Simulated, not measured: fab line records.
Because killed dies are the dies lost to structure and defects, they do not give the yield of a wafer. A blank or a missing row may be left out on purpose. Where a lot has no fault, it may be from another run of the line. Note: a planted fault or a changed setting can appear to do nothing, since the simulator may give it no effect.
Split-lot experiment || flow rit_cmos || route with 202 steps; 5 lots, 23 wafers read

== ABOUT THE SPLIT ==
At RIT_PSD_COAT_01 (resist thk 1000 nm), the setting resist_thk_nm was moved away from the recipe's 1000 nm on 6 of the 23 wafers read, by -2.6% to +3.6%. For the rest of the wafers, this setting stayed at what the recipe calls for.

== FROM THE SPLIT TO THE READING: what the file shows between them, 3 steps ==
- RIT_PSD_SOFTBAKE_02: time 60 s
- RIT_PSD_EXPOSE_03: exposes mask M10, target cd 40900 nm
- RIT_PSD_DEVELOP_05: develop time 50 s

== THE READING ==
NOVOLAK_of_PSD_COAT_01.thk_nm (the simulator's own value, which no gauge read), in nm, at RIT_PSD_HARDBAKE_07 (time 60 s). The file does not state a usual value for it. The 17 wafers here that ran the recipe average 888.2 nm, standard deviation 2.2 nm.

{"wafer": "L077.1", "tool, chamber at the split": "litho_track-03, 0", "resist_thk_nm as run, nm": 1000, "against the recipe": "recipe", "NOVOLAK_of_PSD_COAT_01.thk_nm, nm": 887.1, "against lot-mates on the recipe": "-"}
{"wafer": "L077.2", "tool, chamber at the split": "litho_track-03, 0", "resist_thk_nm as run, nm": 1000, "against the recipe": "recipe", "NOVOLAK_of_PSD_COAT_01.thk_nm, nm": 887.6, "against lot-mates on the recipe": "-"}
{"wafer": "L077.3", "tool, chamber at the split": "litho_track-03, 0", "resist_thk_nm as run, nm": 1000, "against the recipe": "recipe", "NOVOLAK_of_PSD_COAT_01.thk_nm, nm": 892.3, "against lot-mates on the recipe": "-"}
{"wafer": "L077.4", "tool, chamber at the split": "litho_track-03, 0", "resist_thk_nm as run, nm": 1000, "against the recipe": "recipe", "NOVOLAK_of_PSD_COAT_01.thk_nm, nm": 889.6, "against lot-mates on the recipe": "-"}
{"wafer": "L077.6", "tool, chamber at the split": "litho_track-03, 0", "resist_thk_nm as run, nm": 1000, "against the recipe": "recipe", "NOVOLAK_of_PSD_COAT_01.thk_nm, nm": 889, "against lot-mates on the recipe": "-"}
{"wafer": "L078.1", "tool, chamber at the split": "litho_track-03, 0", "resist_thk_nm as run, nm": 1000, "against the recipe": "recipe", "NOVOLAK_of_PSD_COAT_01.thk_nm, nm": 885.6, "against lot-mates on the recipe": "-"}
{"wafer": "L078.3", "tool, chamber at the split": "litho_track-03, 0", "resist_thk_nm as run, nm": 1000, "against the recipe": "recipe", "NOVOLAK_of_PSD_COAT_01.thk_nm, nm": 886.6, "against lot-mates on the recipe": "-"}
{"wafer": "L078.5", "tool, chamber at the split": "litho_track-03, 0", "resist_thk_nm as run, nm": 1000, "against the recipe": "recipe", "NOVOLAK_of_PSD_COAT_01.thk_nm, nm": 885.5, "against lot-mates on the recipe": "-"}
{"wafer": "L079.2", "tool, chamber at the split": "litho_track-03, 0", "resist_thk_nm as run, nm": 1036, "against the recipe": "+3.6%", "NOVOLAK_of_PSD_COAT_01.thk_nm, nm": 924.3, "against lot-mates on the recipe": "+34.3"}
{"wafer": "L079.3", "tool, chamber at the split": "litho_track-03, 0", "resist_thk_nm as run, nm": 1036, "against the recipe": "+3.6%", "NOVOLAK_of_PSD_COAT_01.thk_nm, nm": 922.5, "against lot-mates on the recipe": "+32.5"}
{"wafer": "L079.4", "tool, chamber at the split": "litho_track-03, 0", "resist_thk_nm as run, nm": 1036, "against the recipe": "+3.6%", "NOVOLAK_of_PSD_COAT_01.thk_nm, nm": 923.4, "against lot-mates on the recipe": "+33.4"}
{"wafer": "L079.5", "tool, chamber at the split": "litho_track-03, 0", "resist_thk_nm as run, nm": 1000, "against the recipe": "recipe", "NOVOLAK_of_PSD_COAT_01.thk_nm, nm": 890.1, "against lot-mates on the recipe": "-"}
{"wafer": "L079.6", "tool, chamber at the split": "litho_track-03, 0", "resist_thk_nm as run, nm": 1000, "against the recipe": "recipe", "NOVOLAK_of_PSD_COAT_01.thk_nm, nm": 889.9, "against lot-mates on the recipe": "-"}
{"wafer": "L081.1", "tool, chamber at the split": "litho_track-03, 0", "resist_thk_nm as run, nm": 1000, "against the recipe": "recipe", "NOVOLAK_of_PSD_COAT_01.thk_nm, nm": 891.2, "against lot-mates on the recipe": "-"}
{"wafer": "L081.2", "tool, chamber at the split": "litho_track-03, 0", "resist_thk_nm as run, nm": 1000, "against the recipe": "recipe", "NOVOLAK_of_PSD_COAT_01.thk_nm, nm": 888.8, "against lot-mates on the recipe": "-"}
{"wafer": "L081.4", "tool, chamber at the split": "litho_track-03, 0", "resist_thk_nm as run, nm": 1000, "against the recipe": "recipe", "NOVOLAK_of_PSD_COAT_01.thk_nm, nm": 890.3, "against lot-mates on the recipe": "-"}
{"wafer": "L081.5", "tool, chamber at the split": "litho_track-03, 0", "resist_thk_nm as run, nm": 1000, "against the recipe": "recipe", "NOVOLAK_of_PSD_COAT_01.thk_nm, nm": 885.6, "against lot-mates on the recipe": "-"}
{"wafer": "L081.6", "tool, chamber at the split": "litho_track-03, 0", "resist_thk_nm as run, nm": 1000, "against the recipe": "recipe", "NOVOLAK_of_PSD_COAT_01.thk_nm, nm": 888.2, "against lot-mates on the recipe": "-"}
{"wafer": "L084.1", "tool, chamber at the split": "litho_track-02, 0", "resist_thk_nm as run, nm": 1000, "against the recipe": "recipe", "NOVOLAK_of_PSD_COAT_01.thk_nm, nm": 888.3, "against lot-mates on the recipe": "-"}
{"wafer": "L084.2", "tool, chamber at the split": "litho_track-02, 0", "resist_thk_nm as run, nm": 973.9, "against the recipe": "-2.6%", "NOVOLAK_of_PSD_COAT_01.thk_nm, nm": 860.6, "against lot-mates on the recipe": -25.6}
{"wafer": "L084.3", "tool, chamber at the split": "litho_track-02, 0", "resist_thk_nm as run, nm": 1000, "against the recipe": "recipe", "NOVOLAK_of_PSD_COAT_01.thk_nm, nm": 884.2, "against lot-mates on the recipe": "-"}
{"wafer": "L084.4", "tool, chamber at the split": "litho_track-02, 0", "resist_thk_nm as run, nm": 973.9, "against the recipe": "-2.6%", "NOVOLAK_of_PSD_COAT_01.thk_nm, nm": 860.1, "against lot-mates on the recipe": -26.1}
{"wafer": "L084.5", "tool, chamber at the split": "litho_track-02, 0", "resist_thk_nm as run, nm": 973.9, "against the recipe": "-2.6%", "NOVOLAK_of_PSD_COAT_01.thk_nm, nm": 863.5, "against lot-mates on the recipe": -22.8}

FIT RESULTS
A straight line over all 23 wafers: NOVOLAK_of_PSD_COAT_01.thk_nm changes by +9.96 nm for each +1% of resist_thk_nm; r = +0.99; the points scatter about the line by 2.1 nm.
The same after taking each lot's own level away (the mean of its wafers on the recipe; 23 wafers): +9.37 nm for each +1%; r = +0.99; scatter 1.6 nm.
That fit puts the effect of the largest move of resist_thk_nm on the reading at 34 nm.
Measured against the standard deviation above, the lots' own levels, which go from 885.90 to 890.00 nm, span 1.9 times it.
Consequently the slope shifts little with the lot-to-lot level, the two slopes agreeing.
Check: with one of the wafers moved furthest among these (+3.6%) left out of the fit, the line predicts +33.4 nm for it against its lot-mates. Against them it came out at +34.3 nm.

== THESE WAFERS: OTHER SPLITS ==
Note: prior to the reading, these wafers also went through further splits. Each is held against what the fit with the lots' levels taken away leaves over:
{"other split on the same wafers": "RIT_NLDD_COAT_01 resist_thk_nm", "wafers away from the commonest value": 11, "r with NOVOLAK_of_PSD_COAT_01.thk_nm (lot level and that fit taken away)": -0.07}
{"other split on the same wafers": "RIT_PLDD_SOFTBAKE_02 temp_c", "wafers away from the commonest value": 4, "r with NOVOLAK_of_PSD_COAT_01.thk_nm (lot level and that fit taken away)": "+0.10"}
{"other split on the same wafers": "RIT_SPACER_ETCHBACK_05 time_s", "wafers away from the commonest value": 10, "r with NOVOLAK_of_PSD_COAT_01.thk_nm (lot level and that fit taken away)": "+0.00"}

== THE WHOLE CHAIN: every reading that the file lists as answering this split, in the file's order ==
{"step": "RIT_PSD_COAT_01", "what it does": "resist thk 1000 nm", "reading": "NOVOLAK_of_PSD_COAT_01.thk_nm (the simulator's own value, which no gauge read)", "change (the file's fit)": "+10.7 nm for each +1% of the setting", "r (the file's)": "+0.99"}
{"step": "RIT_PSD_HARDBAKE_07", "what it does": "time 60 s", "reading": "NOVOLAK_of_PSD_COAT_01.thk_nm (the simulator's own value, which no gauge read)", "change (the file's fit)": "+9.36 nm for each +1% of the setting", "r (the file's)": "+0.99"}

== FILE'S OWN FIT ==
NOVOLAK_of_PSD_COAT_01.thk_nm changes by +9.36 nm for each +1% of resist_thk_nm, r = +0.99.
